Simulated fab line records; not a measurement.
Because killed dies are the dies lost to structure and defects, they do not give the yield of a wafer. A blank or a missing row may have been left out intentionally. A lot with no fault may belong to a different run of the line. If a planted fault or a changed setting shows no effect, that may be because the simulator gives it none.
fab line records + flow ritCmos
record
- lots=6
- wafers=18
- lastDay=7
route steps=202 shown NWELL@29 PWELL@39 M1@202
lots with no fault: from the same line, run without faults
startH: hours from the record's opening day to when the first of the lot's shown wafers began + waitH: hours since the lot's step before + " the same as in the row above + L1.1+2: a row that stands for several wafers + - either no value or no given start + * or withheld: withheld + < > ~ a bound
route shown NAME@n: names a module that has steps shown in the file, with the first one's number in the route + usual: average and standard deviation across the fault-free wafers + same: alike in all rows + chamber/n: place in a boat + sites: per-site readings + _std_site: how widely they spread, as a standard deviation + _edge_site: inner sites' mean taken away from outer sites' mean + radiusMm: for every site, how far away it sits from the centre of the wafer + mask NAME#n: copy n + behind: the tool/chamber that last shaped the wafer + hold: cause of the lot's hold/its duration in hours/its outcome + device: the transistor (n, p or np) that didn't switch + end of line: the route-end tests of the same wafers + for a step that has no rows: nothing shown but its recipe + killed: dies lost to structure and defects at the first sort, not the wafer's yield + map: a wafer's dies, marking killed ones x, the rest . and places with no die _
set.NAME: the run value of the setting; set.NAME@STEP: its run value at that earlier step + model.NAME: the simulator's own value behind a step, which no gauge read
a table for each step, a row for each wafer; lots at some steps of the route
services: the hour from which a tool's chamber was out of use, counted from the record's first day as startH (under 0 if before that day), plus the number of hours and why
## steps
# step RIT_NWELL_COAT_01
# recipe
- resist=NOVOLAK
- spinRpm=2000
- resistThkNm=1300
# step RIT_NWELL_SOFTBAKE_02
# recipe
- resist=NOVOLAK
- tempC=90
- timeS=60
# step RIT_NWELL_EXPOSE_03
# recipe
- maskId=M2
- na=0.57
- targetCdNm=43900
- doseMj=250
# step RIT_NWELL_PEB_04
# recipe
- resist=NOVOLAK
- tempC=withheld
- timeS=withheld
# step RIT_NWELL_DEVELOP_05
# recipe
- resist=NOVOLAK
- developTimeS=68
- devTempC=23
# step RIT_NWELL_OVL_MEAS_06
# usual
- NWELL_OVL=0.9/1.5
| lot.wafer | tool       | chamber | startH | waitH | NWELL_OVL[nm] |
|-----------|------------|---------|--------|-------|---------------|
| L982.1    | overlay-02 | -       | 46.22  | -     | 0.8           |
| L982.4    | "          | -       | "      | "     | -0.4          |
| L982.6    | "          | -       | "      | "     | 1.2           |
| L983.1    | overlay-02 | -       | 51.57  | -     | -1.2          |
| L983.5    | "          | -       | "      | "     | -1.6          |
| L983.6    | "          | -       | "      | "     | -0.4          |
| L986.3    | overlay-01 | -       | 66.11  | -     | 2.2           |
| L986.5    | "          | -       | "      | "     | 0.9           |
| L986.6    | "          | -       | "      | "     | 1.6           |
| L992.3    | overlay-01 | -       | 95.31  | -     | 3.7           |
| L992.5    | "          | -       | "      | "     | 2.2           |
| L992.6    | "          | -       | "      | "     | 3.1           |
| L998.3    | overlay-01 | -       | 125.93 | -     | -0.5          |
| L998.4    | "          | -       | "      | "     | -0.4          |
| L998.6    | "          | -       | "      | "     | -0.8          |
| L100.1    | overlay-02 | -       | 136.82 | -     | 2.7           |
| L100.3    | "          | -       | "      | "     | -0.2          |
| L100.6    | "          | -       | "      | "     | 0.7           |
# step RIT_NWELL_HARDBAKE_07
# recipe
- resist=NOVOLAK
- tempC=140
- timeS=120
# step RIT_NWELL_IMPLANT_08
# recipe
- species=P
- energyKev=170
- doseCm2=5e+13
- tiltDeg=7
# step RIT_NWELL_STRIP_09
# recipe
- chemistry=O2
- timeS=180
- resist=NOVOLAK
- platenTempC=withheld
- powerW=500
- pressureMtorr=4000
- o2FlowSccm=4000
# usual
- drypumpMotorCurrentA=5.4/0.52
# same
- timeS=180
| lot.wafer | tool           | chamber | startH | waitH | drypumpMotorCurrentA | rfHoursCounterH |
|-----------|----------------|---------|--------|-------|----------------------|-----------------|
| L982.1    | plasmaAsher-02 | 1       | 46.65  | 0.1   | 4.9                  | 23              |
| L982.4    | "              | 0       | "      | "     | 6.1                  | -               |
| L982.6    | "              | 1       | "      | "     | 4.9                  | -               |
| L983.1    | plasmaAsher-03 | 0       | 52.01  | 0.1   | 5.8                  | 43              |
| L983.5    | "              | 0       | "      | "     | 5.8                  | -               |
| L983.6    | "              | 1       | "      | "     | 4.8                  | -               |
| L986.3    | plasmaAsher-03 | 0       | 66.60  | 0.1   | 5.8                  | -               |
| L986.5    | "              | 0       | "      | "     | 5.8                  | -               |
| L986.6    | "              | 1       | "      | "     | 4.8                  | -               |
| L992.3    | plasmaAsher-02 | 1       | 95.79  | 0.1   | 4.9                  | -               |
| L992.5    | "              | 0       | "      | "     | 6.1                  | -               |
| L992.6    | "              | 1       | "      | "     | 4.9                  | -               |
| L998.3    | plasmaAsher-03 | 0       | 126.48 | 0.1   | 5.7                  | -               |
| L998.4    | "              | 1       | "      | "     | 4.8                  | -               |
| L998.6    | "              | 1       | "      | "     | 4.8                  | -               |
| L100.1    | plasmaAsher-02 | 1       | 137.26 | 0.1   | 4.9                  | 33              |
| L100.3    | "              | 0       | "      | "     | 6.1                  | -               |
| L100.6    | "              | 1       | "      | "     | 4.9                  | -               |
# step RIT_NWELL_TW_MEAS_10
# usual
- NWELL_TW=2163/10
| lot.wafer | tool         | chamber | startH | waitH | NWELL_TW |
|-----------|--------------|---------|--------|-------|----------|
| L982.1    | filmMetro-04 | -       | 46.83  | 0.1   | 2157     |
| L982.4    | "            | -       | "      | "     | 2145     |
| L982.6    | "            | -       | "      | "     | 2161     |
| L983.1    | filmMetro-02 | -       | 52.18  | 0.1   | 2154     |
| L983.5    | "            | -       | "      | "     | 2163     |
| L983.6    | "            | -       | "      | "     | 2152     |
| L986.3    | filmMetro-03 | -       | 66.73  | 0.1   | 2181     |
| L986.5    | "            | -       | "      | "     | 2191     |
| L986.6    | "            | -       | "      | "     | 2184     |
| L992.3    | filmMetro-04 | -       | 95.93  | 0.1   | 2155     |
| L992.5    | "            | -       | "      | "     | 2171     |
| L992.6    | "            | -       | "      | "     | 2150     |
| L998.3    | filmMetro-02 | -       | 126.61 | 0.1   | 2156     |
| L998.4    | "            | -       | "      | "     | 2161     |
| L998.6    | "            | -       | "      | "     | 2172     |
| L100.1    | filmMetro-02 | -       | 137.43 | 0.1   | 2166     |
| L100.3    | "            | -       | "      | "     | 2166     |
| L100.6    | "            | -       | "      | "     | 2161     |
# step RIT_PWELL_HMDS_00
# recipe
- primeTimeS=60
- primeTempC=140
# step RIT_PWELL_COAT_01
# recipe
- resist=NOVOLAK
- spinRpm=2000
- resistThkNm=1300
# step RIT_PWELL_SOFTBAKE_02
# recipe
- resist=NOVOLAK
- tempC=90
- timeS=60
# usual
- heaterPowerTotalW=34.56/0.045
- plateTempC=90.02/0.11
# same
- timeS=60
| lot.wafer | tool          | chamber | startH | waitH | heaterPowerTotalW | plateTempC |
|-----------|---------------|---------|--------|-------|-------------------|------------|
| L982.1    | lithoTrack-03 | 0       | 47.27  | 0.1   | 33.74             | 88.57      |
| L982.4    | "             | 0       | "      | "     | 33.77             | 88.40      |
| L982.6    | "             | 0       | "      | "     | 33.76             | 88.55      |
| L983.1    | lithoTrack-01 | 0       | 52.54  | 0.1   | 34.52             | 89.98      |
| L983.5    | "             | 0       | "      | "     | 34.52             | 89.94      |
| L983.6    | "             | 0       | "      | "     | 34.60             | 89.83      |
| L986.3    | lithoTrack-03 | 0       | 67.12  | 0.1   | 33.75             | 88.29      |
| L986.5    | "             | 0       | "      | "     | 33.82             | 88.37      |
| L986.6    | "             | 0       | "      | "     | 33.76             | 88.52      |
| L992.3    | lithoTrack-04 | 0       | 96.32  | 0.1   | 34.63             | 90.16      |
| L992.5    | "             | 0       | "      | "     | 34.62             | 90.00      |
| L992.6    | "             | 0       | "      | "     | 34.47             | 89.93      |
| L998.3    | lithoTrack-01 | 0       | 127.00 | 0.1   | 34.56             | 90.26      |
| L998.4    | "             | 0       | "      | "     | 34.63             | 90.09      |
| L998.6    | "             | 0       | "      | "     | 34.58             | 90.23      |
| L100.1    | lithoTrack-03 | 0       | 137.79 | 0.1   | 34.59             | 90.10      |
| L100.3    | "             | 0       | "      | "     | 34.45             | 90.06      |
| L100.6    | "             | 0       | "      | "     | 34.48             | 90.10      |
# step RIT_PWELL_EXPOSE_03
# recipe
- maskId=M3
- na=0.57
- targetCdNm=43700
- doseMj=250
# step RIT_M1_PROBE_99
# usual
- killedAtContacts=0.1/0.32
- killedAtFrontEnd=7/3
- killedDies=7/3
- killedOnRim=1.8/1.4
- killedOpen=3.4/2.2
- killedShort=3.3/1.8
# same
- grossDies=264
- killed_at_M0_to_M3=0
- killed_at_M4_up=0
- killedAtBackSide=0
- killedAtOther=0
| lot.wafer | tool      | chamber | startH | waitH | killedAtContacts | killedAtFrontEnd | killedDies | killedOnRim | killedOpen | killedShort |
|-----------|-----------|---------|--------|-------|------------------|------------------|------------|-------------|------------|-------------|
| L982.1    | prober-02 | -       | 83.07  | 0.1   | 0                | 7                | 7          | 2           | 3          | 4           |
| L982.4    | prober-02 | -       | 83.22  | 0.2   | 0                | 13               | 13         | 3           | 5          | 8           |
| L982.6    | prober-02 | -       | 83.32  | 0.2   | 0                | 10               | 10         | 2           | 5          | 5           |
| L983.1    | prober-01 | -       | 87.62  | 0.1   | 0                | 11               | 11         | 2           | 7          | 4           |
| L983.5    | prober-01 | -       | 87.82  | 0.2   | 0                | 11               | 11         | 0           | 4          | 7           |
| L983.6    | prober-01 | -       | 87.87  | 0.2   | 0                | 8                | 8          | 1           | 5          | 3           |
| L986.3    | prober-02 | -       | 104.71 | 0.2   | 0                | 6                | 6          | 1           | 5          | 1           |
| L986.5    | prober-02 | -       | 104.81 | 0.2   | 0                | 6                | 6          | 0           | 4          | 2           |
| L986.6    | prober-02 | -       | 104.86 | 0.2   | 0                | 6                | 6          | 1           | 4          | 2           |
| L992.3    | prober-02 | -       | 131.83 | 0.2   | 0                | 3                | 3          | 1           | 2          | 1           |
| L992.5    | prober-02 | -       | 131.93 | 0.2   | 0                | 7                | 7          | 3           | 4          | 3           |
| L992.6    | prober-02 | -       | 131.98 | 0.2   | 0                | 4                | 4          | 0           | 3          | 1           |
| L998.3    | prober-02 | -       | 162.25 | 0.2   | 1                | 11               | 12         | 4           | 6          | 6           |
| L998.4    | prober-02 | -       | 162.30 | 0.2   | 0                | 3                | 3          | 1           | 1          | 2           |
| L998.6    | prober-02 | -       | 162.40 | 0.2   | 0                | 12               | 12         | 5           | 3          | 9           |
| L100.1    | prober-02 | -       | 173.62 | 0.1   | 0                | 11               | 11         | 1           | 1          | 10          |
| L100.3    | prober-02 | -       | 173.72 | 0.2   | 0                | 5                | 5          | 1           | 4          | 1           |
| L100.6    | prober-02 | -       | 173.87 | 0.2   | 0                | 5                | 5          | 3           | 4          | 1           |
# killed by level:class
L982.1 FOX2:geometricParticle:open=2 FOX2:geometricParticle:short=2 GATE:geometricParticle:short=1 REOX:geometricParticle:open=1 SILICIDE:geometricParticle:short=1
L982.4 REOX:geometricParticle:open=3 REOX:geometricParticle:short=3 SILICIDE:geometricParticle:short=3 GATE:geometricParticle:short=2 FOX2:geometricParticle:open=1 SILICIDE:geometricParticle:open=1
L982.6 FOX1:geometricParticle:open=2 GATE:geometricParticle:open=2 SILICIDE:geometricParticle:short=2 FOX1:geometricParticle:short=1 FOX2:geometricParticle:open=1 REOX:geometricParticle:short=1 SPACER:geometricParticle:short=1
L983.1 GATE:geometricParticle:open=4 GATE:geometricParticle:short=2 FOX1:geometricParticle:open=1 FOX2:geometricParticle:open=1 REOX:geometricParticle:short=1 SPACER:geometricParticle:open=1 SPACER:geometricParticle:short=1
L983.5 GATE:geometricParticle:short=2 GATE:geometricParticle:open=2 SPACER:geometricParticle:open=2 SPACER:geometricParticle:short=2 FOX1:geometricParticle:short=1 FOX2:geometricParticle:short=1 REOX:geometricParticle:short=1
L983.6 GATE:geometricParticle:open=3 FOX1:geometricParticle:open=2 GATE:geometricParticle:short=2 SPACER:geometricParticle:short=1
L986.3 GATE:geometricParticle:open=2 REOX:geometricParticle:open=2 FOX2:geometricParticle:open=1 SILICIDE:geometricParticle:short=1
L986.5 SPACER:geometricParticle:open=2 FOX1:geometricParticle:open=1 GATE:geometricParticle:short=1 GATE:geometricParticle:open=1 SPACER:geometricParticle:short=1
L986.6 FOX1:geometricParticle:open=1 GATE:geometricParticle:short=1 REOX:geometricParticle:open=1 REOX:geometricParticle:short=1 SPACER:geometricParticle:open=1 SILICIDE:geometricParticle:open=1
L992.3 GATE:geometricParticle:open=1 SPACER:geometricParticle:short=1 SILICIDE:geometricParticle:open=1
L992.5 REOX:geometricParticle:open=2 FOX1:geometricParticle:short=1 FOX1:geometricParticle:open=1 FOX2:geometricParticle:short=1 SPACER:geometricParticle:open=1 SPACER:geometricParticle:short=1
L992.6 GATE:geometricParticle:open=2 GATE:geometricParticle:short=1 REOX:geometricParticle:open=1
L998.3 GATE:geometricParticle:short=4 GATE:geometricParticle:open=2 SILICIDE:geometricParticle:open=2 FOX2:geometricParticle:open=1 FOX2:geometricParticle:short=1 SPACER:geometricParticle:short=1 CONTACT:geometricParticle:open=1
L998.4 GATE:geometricParticle:open=1 SPACER:geometricParticle:short=1 SILICIDE:geometricParticle:short=1
L998.6 GATE:geometricParticle:short=4 FOX2:geometricParticle:short=2 SILICIDE:geometricParticle:short=2 SILICIDE:geometricParticle:open=2 GATE:geometricParticle:open=1 SPACER:geometricParticle:short=1
L100.1 GATE:geometricParticle:short=4 FOX2:geometricParticle:short=2 SPACER:geometricParticle:short=2 GATE:geometricParticle:open=1 REOX:geometricParticle:short=1 SILICIDE:geometricParticle:short=1
L100.3 GATE:geometricParticle:open=3 REOX:geometricParticle:short=1 SILICIDE:geometricParticle:open=1
L100.6 GATE:geometricParticle:open=2 REOX:geometricParticle:open=1 REOX:geometricParticle:short=1 SILICIDE:geometricParticle:open=1
## services
| tool           | chamber | startH | hours | kind   |
|----------------|---------|--------|-------|--------|
| plasmaAsher-02 | -       | 24.19  | 15.5  | repair |
## key
firstSign
- step=RIT_PWELL_SOFTBAKE_02
- reading=heaterPowerTotalW
- direction=down
- sigmas=18
- usual=34.56
- struck=33.77
effect
- step=RIT_PWELL_SOFTBAKE_02
- reading=plateTempC
- direction=down
- sigmas=14
- usual=*
- struck=*
metAt RIT_PWELL_SOFTBAKE_02
struckWafers L982.1,L982.4,L982.6,L986.3,L986.5,L986.6
testerLeftOut L982,L986
fault
- kind=processParameterDrift
- tool=lithoTrack-03
- chamber=-
- onsetH=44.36
- steps=RIT_PWELL_SOFTBAKE_02
- channel=tempC
- offset=*
- shape=step
- endH=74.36
- actsIn=*
- stated=*
# testerLeftOut: of these lots the tester's yield and bins aren't shown, on N5 and GAA mostly nor the transistor test; their killed dies are dies lost to structure and defects alone, not to doping, threshold or leakage, so they don't give the yield
